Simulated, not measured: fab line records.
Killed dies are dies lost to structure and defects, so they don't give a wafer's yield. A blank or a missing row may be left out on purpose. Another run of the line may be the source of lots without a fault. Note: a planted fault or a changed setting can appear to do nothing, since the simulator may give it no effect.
Which tool is to blame? || flow berkeleyCmos170 || 6 lots, 18 wafers sampled, at 2 steps of a route of 331

== WHAT THE GAUGES READ, wafer by wafer ==
UCB170_PLDD_TW_MEAS_11.
{"lot": "L617", "measured": "day 9 00:47", "on": "filmMetro-02", "PLDD_TW": "1120 1124 1129 1128 1133 1124"}
{"lot": "L625", "measured": "day 10 09:02", "on": "filmMetro-01", "PLDD_TW": "1002 1002 1006"}
{"lot": "L629", "measured": "day 11 23:24", "on": "filmMetro-03", "PLDD_TW": "1014 1018 1017"}
{"lot": "L630", "measured": "day 11 22:58", "on": "filmMetro-03", "PLDD_TW": "1019 1018 1015"}
{"lot": "L631", "measured": "day 12 10:59", "on": "filmMetro-02", "PLDD_TW": "994 989 988"}
{"lot": "L633", "measured": "day 12 21:53", "on": "filmMetro-01", "PLDD_TW": "1003 1007 1003"}

== WHICH TOOL RAN EACH LOT (tool, then ch and the chambers of the sampled wafers, then the start) ==
{"lot": "L617", "UCB170_PLDD_IMPLANT_08": "implanter-02 ch 0, day 9 00:23"}
{"lot": "L625", "UCB170_PLDD_IMPLANT_08": "implanter-03 ch 0, day 10 08:38"}
{"lot": "L629", "UCB170_PLDD_IMPLANT_08": "implanter-03 ch 0, day 11 23:00"}
{"lot": "L630", "UCB170_PLDD_IMPLANT_08": "implanter-01 ch 0, day 11 22:35"}
{"lot": "L631", "UCB170_PLDD_IMPLANT_08": "implanter-02 ch 0, day 12 10:36"}
{"lot": "L633", "UCB170_PLDD_IMPLANT_08": "implanter-02 ch 0, day 12 21:30"}
- UCB170_PLDD_IMPLANT_08

== THE ANSWER, worked out from the rows above alone ==
Rule: the usual values come from the lots themselves. Put in order of their means at a reading, lots are off if they are a third of the lots or fewer, leave a main group of 4 or more, and stand apart from it by a gap of 3 or more times the standard deviation of the main group's means; of several such gaps the widest counts. Not used: any main group whose means are identical at the precision the tables above print for the reading. Also off: a lot with no number at a reading for which 4 or more lots have one. Any other lot the step has rows for is counted as sound.
Off: L617, at UCB170_PLDD_TW_MEAS_11 (PLDD_TW). Mean 1006 and standard deviation 9.9 in the main group.
A tool fits if, at a process step before that reading, it ran every lot that is off, and no sound lot after the first of them. The gauges at UCB170_PLDD_TW_MEAS_11 are tried like those tools. No candidate that was tried fits.

== WHAT HAD BEEN PUT IN BY THE SIMULATOR ==
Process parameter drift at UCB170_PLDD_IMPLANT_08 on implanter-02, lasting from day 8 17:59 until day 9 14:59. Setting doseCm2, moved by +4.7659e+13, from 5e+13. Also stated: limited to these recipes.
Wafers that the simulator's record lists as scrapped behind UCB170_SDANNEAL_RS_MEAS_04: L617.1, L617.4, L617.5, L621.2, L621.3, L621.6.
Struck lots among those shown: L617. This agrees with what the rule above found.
